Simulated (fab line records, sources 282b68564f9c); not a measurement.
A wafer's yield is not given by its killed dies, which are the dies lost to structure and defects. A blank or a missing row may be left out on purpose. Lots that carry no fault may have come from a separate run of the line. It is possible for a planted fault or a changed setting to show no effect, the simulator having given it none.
What tool caused it? + flow ritCmos + Sampling: 7 lots, 21 wafers, 3 of 202 route steps

== WHAT THE GAUGES READ, wafer by wafer ==
RIT_PRETRO_TW_MEAS_10.
| lot  | measured    | on           | PRETRO_TW               |
|------|-------------|--------------|-------------------------|
| L572 | day 2 18:02 | filmMetro-03 | 466 466 467             |
| L574 | day 3 06:20 | filmMetro-04 | 474 474 473             |
| L576 | day 3 14:46 | filmMetro-02 | 477 476 474             |
| L579 | day 4 07:15 | filmMetro-03 | 465 464 467             |
| L581 | day 4 14:37 | filmMetro-04 | 475 476 475             |
| L589 | day 6 10:11 | filmMetro-03 | 430 430 427 431 432 429 |
| L593 | day 7 12:51 | filmMetro-03 | 467 467 466             |

== TOOL THAT RAN EACH LOT (tool first, then ch and the chambers of the sampled wafers, then the start) ==
| lot  | RIT_ACTIVE_STRIP_14                | RIT_PRETRO_IMPLANT_08          |
|------|------------------------------------|--------------------------------|
| L572 | plasmaAsher-02 ch 0,1, day 2 01:04 | implanter-03 ch 0, day 2 17:43 |
| L574 | plasmaAsher-01 ch 0,1, day 2 12:35 | implanter-01 ch 0, day 3 06:01 |
| L576 | plasmaAsher-02 ch 0,1, day 2 20:58 | implanter-03 ch 0, day 3 14:26 |
| L579 | plasmaAsher-03 ch 0,1, day 3 13:32 | implanter-03 ch 0, day 4 06:56 |
| L581 | plasmaAsher-02 ch 0,1, day 3 21:58 | implanter-04 ch 0, day 4 14:17 |
| L589 | plasmaAsher-01 ch 0,1, day 5 14:56 | implanter-04 ch 0, day 6 09:52 |
| L593 | plasmaAsher-03 ch 0,1, day 6 15:08 | implanter-03 ch 0, day 7 12:32 |
- RIT_ACTIVE_STRIP_14: strips in O2, time 180 s.
- RIT_PRETRO_IMPLANT_08

== THE ANSWER, worked out from the rows above alone ==
Rule: usual is defined by the lots themselves. Put in order of their means at a reading, lots are off if they are a third of the lots or fewer, leave a main group of 4 or more, and stand apart from it by a gap of 3 or more times the standard deviation of the main group's means; of several such gaps the widest counts. If all means in a main group match to the digits the tables above print for the reading, that group is not used. A lot without any number at a reading at which 4 lots or more have one is off too. All remaining lots with rows at the step are treated as sound.
Off: L589, at RIT_PRETRO_TW_MEAS_10 (PRETRO_TW). The main group: mean 470, standard deviation 4.5.
A tool fits if, at a process step before that reading, it ran every lot that is off, and no sound lot after the first of them. Gauges at RIT_PRETRO_TW_MEAS_10: tried the same way as those tools. This does not decide it: 2 tools fit, namely plasmaAsher-01 at RIT_ACTIVE_STRIP_14 and implanter-04 at RIT_PRETRO_IMPLANT_08.

== WHAT THE SIMULATOR HAD PUT IN ==
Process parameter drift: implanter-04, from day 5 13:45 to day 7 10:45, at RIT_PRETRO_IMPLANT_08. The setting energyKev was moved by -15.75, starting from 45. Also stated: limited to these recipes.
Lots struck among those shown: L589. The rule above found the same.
